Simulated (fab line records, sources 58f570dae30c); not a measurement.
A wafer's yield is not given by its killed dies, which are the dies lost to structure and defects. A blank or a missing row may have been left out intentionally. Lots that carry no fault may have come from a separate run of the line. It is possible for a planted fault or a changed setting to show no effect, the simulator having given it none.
fab line records    flow berkeley-cmos170
record lots=5  wafers=15  last-day=13
route steps=331 shown PSD@176 NSD@187
lots that met no fault: taken from a fault-free run of the same line
start-h: hours from the record's first day to the start of the lot's first wafer shown    wait-h: hours from the lot's prior step to this one    " unchanged from the row above    L1.1+2: several wafers, shown together as one row    - value missing, or start not given    * or withheld: withheld    < > ~ a bound
route shown NAME@n: names a module that has steps shown in the file, with the first one's number in the route    usual: the fault-free wafers' mean and standard deviation    same: alike in all rows    chamber/n: place in a boat    sites: each site's reading    _std_site: the values' standard deviation    _edge_site: mean of outer sites minus mean of inner sites    radius-mm: how far each site lies from the wafer's centre    mask NAME#n: copy n    behind: tool/chamber where the wafer was last shaped    hold: why the lot went on hold/how many hours it stayed there/how the hold came to an end    device: which transistor (n, p or np) failed to switch    end of line: the route-end tests of the same wafers    a step with no rows: only its recipe    killed: dies lost to structure and defects at the first sort, not the wafer's yield    map: dies across one wafer; x = killed, . = not, _ = none there
set.NAME: the setting as run; set.NAME@STEP: as run at that earlier step    model.NAME: the simulator's own value behind a step, which no gauge read
lots at some steps of the route; a table a step, a row a wafer
services: when a tool's chamber went out of use (start-h, in hours from the record's first day, below 0 if earlier), for how many hours, and the reason
## steps
# step UCB170_PSD_COAT_01
# recipe resist=KrF  spin-rpm=1500  resist-thk-nm=900
# usual exhaust-pa=45.0/0.92
lot.wafer  tool            chamber  start-h  wait-h  exhaust-pa
L087.2     litho-track-02  0        223.05   0.1     43.7
L087.5     "               0        "        "       44.5
L087.6     "               0        "        "       44.1
L085.1     litho-track-04  0        223.31   0.1     44.3
L085.5     "               0        "        "       43.6
L085.6     "               0        "        "       45.3
L086.2     litho-track-01  0        223.39   0.1     45.2
L086.4     "               0        "        "       45.5
L086.5     "               0        "        "       45.9
L089.1     litho-track-04  0        248.61   0.1     45.4
L089.2     "               0        "        "       45.8
L089.6     "               0        "        "       45.1
L096.3     litho-track-04  0        277.82   0.1     45.0
L096.4     "               0        "        "       43.0
L096.5     "               0        "        "       44.4
# step UCB170_PSD_SOFTBAKE_02
# recipe resist=KrF  temp-c=130  time-s=60
# usual exhaust-pa=45.0/0.8
lot.wafer  tool            chamber  start-h  wait-h  exhaust-pa
L087.2     litho-track-02  0        223.20   0.1     44.0
L087.5     "               0        "        "       45.1
L087.6     "               0        "        "       45.1
L085.1     litho-track-04  0        223.46   0.1     44.3
L085.5     "               0        "        "       44.0
L085.6     "               0        "        "       44.4
L086.2     litho-track-01  0        223.54   0.1     46.7
L086.4     "               0        "        "       45.5
L086.5     "               0        "        "       43.6
L089.1     litho-track-04  0        248.76   0.1     44.3
L089.2     "               0        "        "       44.5
L089.6     "               0        "        "       44.0
L096.3     litho-track-04  0        277.97   0.1     45.3
L096.4     "               0        "        "       46.1
L096.5     "               0        "        "       44.5
# step UCB170_PSD_EXPOSE_03
# recipe mask-id=PSELECT_MOD  na=0.5  sigma-outer=0.6  source-shape=conventional  target-cd-nm=1200  dose-mj=30
lot.wafer   tool            chamber  start-h  wait-h  mask
L087.2+5+6  krf-scanner-02  0        223.60   0.4     PSELECT_MOD#0
L085.1+5+6  krf-scanner-01  0        223.83   0.3     PSELECT_MOD#0
L086.2+4+5  krf-scanner-01  0        223.96   0.4     PSELECT_MOD#0
L089.1+2+6  krf-scanner-02  0        249.12   0.3     PSELECT_MOD#0
L096.3+4+5  krf-scanner-01  0        278.11   0.1     PSELECT_MOD#0
# step UCB170_PSD_PEB_04
# recipe peb-temp-c=130  peb-time-s=withheld  resist=KrF
# usual exhaust-pa=45.0/0.75
lot.wafer  tool            chamber  start-h  wait-h  exhaust-pa
L087.2     litho-track-01  0        224.14   0.5     43.8
L087.5     "               0        "        "       45.6
L087.6     "               0        "        "       44.8
L085.1     litho-track-02  0        224.33   0.5     44.6
L085.5     "               0        "        "       45.4
L085.6     "               0        "        "       45.3
L086.2     litho-track-02  0        224.63   0.6     45.5
L086.4     "               0        "        "       45.3
L086.5     "               0        "        "       45.7
L089.1     litho-track-01  0        249.60   0.5     46.0
L089.2     "               0        "        "       46.0
L089.6     "               0        "        "       44.7
L096.3     litho-track-01  0        278.54   0.4     46.0
L096.4     "               0        "        "       44.3
L096.5     "               0        "        "       45.3
# step UCB170_PSD_DEVELOP_05
# recipe developer=TMAH  develop-time-s=45  resist=KrF  dev-temp-c=21
# usual exhaust-pa=45.0/0.86
lot.wafer  tool            chamber  start-h  wait-h  exhaust-pa
L087.2     litho-track-01  0        -        -       46.3
L087.5     "               0        "        "       44.9
L087.6     "               0        "        "       46.2
L085.1     litho-track-02  0        -        -       44.4
L085.5     "               0        "        "       43.8
L085.6     "               0        "        "       45.2
L086.2     litho-track-02  0        -        -       45.3
L086.4     "               0        "        "       45.5
L086.5     "               0        "        "       44.8
L089.1     litho-track-01  0        -        -       45.7
L089.2     "               0        "        "       45.8
L089.6     "               0        "        "       44.8
L096.3     litho-track-01  0        -        -       45.7
L096.4     "               0        "        "       45.3
L096.5     "               0        "        "       44.1
# step UCB170_PSD_CD_MEAS_06
# recipe target-cd-nm=1200
# usual cd-nm=1199.8/1.5
lot.wafer  tool       chamber  start-h  wait-h  cd-nm
L087.2     cd-sem-01  -        224.47   -       1204.6
L087.5     "          -        "        "       1202.1
L087.6     "          -        "        "       1203.3
L085.1     cd-sem-02  -        224.60   -       1198.1
L085.5     "          -        "        "       1200.7
L085.6     "          -        "        "       1197.8
L086.2     cd-sem-02  -        224.90   -       1200.3
L086.4     "          -        "        "       1200.2
L086.5     "          -        "        "       1200.2
L089.1     cd-sem-01  -        249.88   -       1199.8
L089.2     "          -        "        "       1199.3
L089.6     "          -        "        "       1200.0
L096.3     cd-sem-02  -        278.83   -       1198.9
L096.4     "          -        "        "       1201.1
L096.5     "          -        "        "       1201.0
# step UCB170_PSD_OVL_MEAS_07
# usual PSD_OVL=-2/5.2
lot.wafer  tool        chamber  start-h  wait-h  PSD_OVL[nm]
L087.2     overlay-02  -        224.58   0.1     4
L087.5     "           -        "        "       -4
L087.6     "           -        "        "       1
L085.1     overlay-01  -        224.72   0.1     -5
L085.5     "           -        "        "       -13
L085.6     "           -        "        "       -1
L086.2     overlay-02  -        225.01   0.1     -10
L086.4     "           -        "        "       -3
L086.5     "           -        "        "       -2
L089.1     overlay-02  -        250.00   0.1     -2
L089.2     "           -        "        "       -8
L089.6     "           -        "        "       -9
L096.3     overlay-01  -        278.92   0.1     3
L096.4     "           -        "        "       -4
L096.5     "           -        "        "       0
# step UCB170_PSD_IMPLANT_08
# recipe species=B  dose-cm2=3e+15  energy-kev=20  tilt-deg=7
# usual tilt-deg=7.005/0.022
lot.wafer  tool          chamber  start-h  wait-h  tilt-deg
L087.2     implanter-04  0        224.63   0.0     7.007
L087.5     "             0        "        "       6.979
L087.6     "             0        "        "       7.040
L085.1     implanter-01  0        224.76   0.0     7.052
L085.5     "             0        "        "       7.018
L085.6     "             0        "        "       7.051
L086.2     implanter-03  0        225.06   0.0     7.000
L086.4     "             0        "        "       7.010
L086.5     "             0        "        "       6.995
L089.1     implanter-01  0        250.03   0.0     7.008
L089.2     "             0        "        "       7.011
L089.6     "             0        "        "       6.985
L096.3     implanter-01  0        279.00   0.1     7.044
L096.4     "             0        "        "       6.999
L096.5     "             0        "        "       7.038
# step UCB170_PSD_STRIP_09
# recipe chemistry=O2  power-w=400  pressure-mtorr=3500  platen-temp-c=withheld  o2-flow-sccm=400  overash-fraction=0.5
# usual drypump-motor-current-A=6.12/0.29  oes-product-au=0.601/0.0046  strip-time-to-endpoint-s=29.38/0.073
# same overash-fraction=0.5
lot.wafer  tool             chamber  start-h  wait-h  drypump-motor-current-A  oes-product-au  rf-hours-counter-h  strip-time-to-endpoint-s
L087.2     plasma-asher-04  1        224.76   0.1     6.05                     0.601           58                  29.48
L087.5     "                1        "        "       6.02                     0.599           -                   29.41
L087.6     "                0        "        "       6.38                     0.600           -                   29.46
L085.1     plasma-asher-03  1        224.91   0.1     5.88                     0.600           10                  29.38
L085.5     "                0        "        "       6.51                     0.598           -                   29.38
L085.6     "                1        "        "       5.87                     0.598           -                   29.46
L086.2     plasma-asher-02  0        225.19   0.1     6.23                     0.603           44                  29.46
L086.4     "                1        "        "       5.68                     0.601           -                   29.39
L086.5     "                1        "        "       5.68                     0.603           -                   29.45
L089.1     plasma-asher-02  1        250.18   0.1     5.71                     0.596           47                  29.39
L089.2     "                0        "        "       6.22                     0.605           47                  29.44
L089.6     "                1        "        "       5.70                     0.601           -                   29.42
L096.3     plasma-asher-04  0        279.13   0.1     6.34                     0.595           -                   29.45
L096.4     "                1        "        "       6.06                     0.615           -                   29.42
L096.5     "                0        "        "       6.35                     0.606           -                   29.41
# step UCB170_PSD_TW_MEAS_10
# usual PSD_TW=2321/16
lot.wafer  tool           chamber  start-h  wait-h  PSD_TW
L087.2     film-metro-02  -        224.87   0.1     2330
L087.5     "              -        "        "       2322
L087.6     "              -        "        "       2338
L085.1     film-metro-01  -        225.01   0.1     2297
L085.5     "              -        "        "       2305
L085.6     "              -        "        "       2302
L086.2     film-metro-04  -        225.30   0.1     2335
L086.4     "              -        "        "       2337
L086.5     "              -        "        "       2340
L089.1     film-metro-04  -        250.28   0.1     2331
L089.2     "              -        "        "       2341
L089.6     "              -        "        "       2333
L096.3     film-metro-01  -        279.22   0.1     2323
L096.4     "              -        "        "       2319
L096.5     "              -        "        "       2312
# step UCB170_PSD_CLEAN_11
# recipe chemistry=SPM  temp-c=120  time-s=600
# usual bath-heat-duty-pct=13.0/1.5
lot.wafer  tool          chamber  start-h  wait-h  bath-heat-duty-pct
L087.2     wet-bench-04  2        224.92   0.0     15.5
L087.5     "             2        "        "       16.9
L087.6     "             2        "        "       14.5
L085.1     wet-bench-01  1        225.07   0.1     11.7
L085.5     "             1        "        "       10.1
L085.6     "             1        "        "       11.3
L086.2     wet-bench-04  1        225.35   0.0     14.3
L086.4     "             1        "        "       14.2
L086.5     "             1        "        "       15.1
L089.1     wet-bench-02  2        250.60   0.3     12.2
L089.2     "             2        "        "       12.6
L089.6     "             2        "        "       12.8
L096.3     wet-bench-02  2        279.26   0.0     12.9
L096.4     "             2        "        "       13.7
L096.5     "             2        "        "       11.8
# step UCB170_NSD_HMDS_00
# recipe prime-time-s=60  prime-temp-c=100
# usual exhaust-pa=45.3/0.79
lot.wafer  tool            chamber  start-h  wait-h  exhaust-pa
L087.2     litho-track-02  0        225.45   0.4     43.9
L087.5     "               0        "        "       44.5
L087.6     "               0        "        "       44.1
L085.1     litho-track-03  0        225.57   0.3     45.9
L085.5     "               0        "        "       44.7
L085.6     "               0        "        "       45.6
L086.2     litho-track-01  0        226.04   0.5     46.2
L086.4     "               0        "        "       45.3
L086.5     "               0        "        "       45.4
L089.1     litho-track-02  0        250.77   0.0     43.3
L089.2     "               0        "        "       43.9
L089.6     "               0        "        "       45.3
L096.3     litho-track-02  0        279.48   0.1     45.9
L096.4     "               0        "        "       45.7
L096.5     "               0        "        "       45.0
# step UCB170_NSD_COAT_01
# recipe resist=KrF  spin-rpm=1500  resist-thk-nm=900
# usual exhaust-pa=44.7/0.9
lot.wafer  tool            chamber  start-h  wait-h  exhaust-pa
L087.2     litho-track-02  0        225.60   0.1     43.6
L087.5     "               0        "        "       45.5
L087.6     "               0        "        "       45.0
L085.1     litho-track-03  0        225.72   0.1     45.4
L085.5     "               0        "        "       44.9
L085.6     "               0        "        "       46.1
L086.2     litho-track-01  0        226.19   0.1     45.0
L086.4     "               0        "        "       44.2
L086.5     "               0        "        "       44.9
L089.1     litho-track-02  0        250.92   0.1     43.7
L089.2     "               0        "        "       43.9
L089.6     "               0        "        "       44.2
L096.3     litho-track-02  0        279.63   0.1     43.8
L096.4     "               0        "        "       45.1
L096.5     "               0        "        "       47.4
## services
tool            chamber  start-h  hours  kind
krf-scanner-02  -        199.80   4.0    pm
implanter-04    -        210.01   1.7    repair
implanter-03    -        217.30   4.0    repair
implanter-03    -        219.16   5.0    repair
krf-scanner-01  -        245.31   0.8    pm
implanter-01    -        251.81   1.2    repair
implanter-01    -        257.52   18.4   repair
krf-scanner-02  -        257.59   1.3    pm
implanter-03    -        263.40   20.2   pm
wet-bench-04    -        267.65   1.9    pm
## key
fault none
